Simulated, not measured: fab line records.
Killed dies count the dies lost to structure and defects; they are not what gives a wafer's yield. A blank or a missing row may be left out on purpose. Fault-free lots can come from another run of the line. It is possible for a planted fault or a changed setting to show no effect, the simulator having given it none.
Lot-split experiment + flow rit_cmos + 5 lots, 23 wafers read, on a route of 202 steps

SPLIT DETAILS
At RIT_PLDD_IMPLANT_08, the setting energy_kev was moved away from the recipe's 20 on 7 of the 23 wafers read, by -4.1% to +5.4%. The other wafers ran this setting at the recipe's value.

SPLIT TO READING: what lies between them in the file, 1 step
- RIT_PLDD_STRIP_09: strips in O2, time 180 s

THE READING
PLDD_TW, at RIT_PLDD_TW_MEAS_10. Typical for fault-free wafers on this fab line: 2300, with standard deviation 8.3.

| wafer  | tool, chamber at the split | energy_kev as run | against the recipe | PLDD_TW | against lot-mates on the recipe |
|--------|----------------------------|-------------------|--------------------|---------|---------------------------------|
| L076.1 | implanter-04, 0            | 20                | recipe             | 2311    | -                               |
| L076.2 | implanter-04, 0            | 20                | recipe             | 2312    | -                               |
| L076.3 | implanter-04, 0            | 20                | recipe             | 2301    | -                               |
| L076.5 | implanter-04, 0            | 20                | recipe             | 2304    | -                               |
| L076.6 | implanter-04, 0            | 20                | recipe             | 2297    | -                               |
| L079.1 | implanter-03, 0            | 21.09             | +5.4%              | 2330    | +30                             |
| L079.2 | implanter-03, 0            | 21.09             | +5.4%              | 2328    | +28                             |
| L079.3 | implanter-03, 0            | 20                | recipe             | 2303    | -                               |
| L079.4 | implanter-03, 0            | 20                | recipe             | 2306    | -                               |
| L079.6 | implanter-03, 0            | 20                | recipe             | 2292    | -                               |
| L082.1 | implanter-01, 0            | 20                | recipe             | 2307    | -                               |
| L082.2 | implanter-01, 0            | 19.18             | -4.1%              | 2264    | -37                             |
| L082.3 | implanter-01, 0            | 20                | recipe             | 2292    | -                               |
| L082.4 | implanter-01, 0            | 20                | recipe             | 2303    | -                               |
| L082.6 | implanter-01, 0            | 19.18             | -4.1%              | 2268    | -33                             |
| L084.1 | implanter-04, 0            | 20.99             | +4.9%              | 2325    | +30                             |
| L084.3 | implanter-04, 0            | 20                | recipe             | 2290    | -                               |
| L084.4 | implanter-04, 0            | 20.99             | +4.9%              | 2323    | +28                             |
| L084.5 | implanter-04, 0            | 20.99             | +4.9%              | 2322    | +28                             |
| L084.6 | implanter-04, 0            | 20                | recipe             | 2299    | -                               |
| L085.1 | implanter-03, 0            | 20                | recipe             | 2304    | -                               |
| L085.5 | implanter-03, 0            | 20                | recipe             | 2317    | -                               |
| L085.6 | implanter-03, 0            | 20                | recipe             | 2309    | -                               |

THE FIT
A straight line over all 23 wafers: PLDD_TW changes by +5.61 for each +1% of energy_kev; r = +0.89; the points scatter about the line by 7.9.
The same after taking each lot's own level away (the mean of its wafers on the recipe; 23 wafers): +6.32 for each +1%; r = +0.95; scatter 5.8.
According to that fit, moving energy_kev by its largest amount changes the reading by 34.
The span of the lots' own levels, 2294.5 to 2310.0, comes to 1.9 times the standard deviation stated above.
So the lot-to-lot level changes the slope: the two fits differ.
Check: for one of the wafers moved furthest among these (+5.4%), held out of the fit, the line's prediction against its lot-mates is +33.6. It came out at +29.7 against them.

THE OTHER SPLITS THESE WAFERS WENT THROUGH
These wafers also went through other splits before the reading. Each is held against what the fit with the lots' levels taken away leaves over:
| other split on the same wafers   | wafers away from the commonest value | r with PLDD_TW (lot level and that fit taken away) |
|----------------------------------|--------------------------------------|----------------------------------------------------|
| RIT_ACTIVE_COAT_06 spin_rpm      | 11                                   | +0.02                                              |
| RIT_ACTIVE_SOFTBAKE_07 time_s    | 9                                    | +0.40                                              |
| RIT_FOX1_OXIDATION_00 temp_c     | 10                                   | +0.13                                              |
| RIT_PWELL_IMPLANT_08 energy_kev  | 8                                    | +0.09                                              |
| RIT_NRETRO_COAT_01 resist_thk_nm | 6                                    | -0.06                                              |
| RIT_PRETRO_COAT_01 spin_rpm      | 7                                    | -0.14                                              |
| RIT_NLDD_SOFTBAKE_02 temp_c      | 10                                   | +0.06                                              |
| RIT_PLDD_COAT_01 resist_thk_nm   | 6                                    | +0.36                                              |

THE WHOLE CHAIN: every reading that the file lists as answering this split, in the file's order
| step                | what it does | reading                                                         | change (the file's fit)                | r (the file's) |
|---------------------|--------------|-----------------------------------------------------------------|----------------------------------------|----------------|
| RIT_PLDD_IMPLANT_08 |              | implant.rp_nm (the simulator's own value, which no gauge read)  | +0.134 nm for each +1% of the setting  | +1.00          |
| RIT_PLDD_IMPLANT_08 |              | implant.drp_nm (the simulator's own value, which no gauge read) | +0.0682 nm for each +1% of the setting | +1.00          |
| RIT_PLDD_TW_MEAS_10 |              | PLDD_TW                                                         | +6.2 for each +1% of the setting       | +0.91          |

THE FILE'S OWN FIT
PLDD_TW changes by +6.2 for each +1% of energy_kev, r = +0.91.
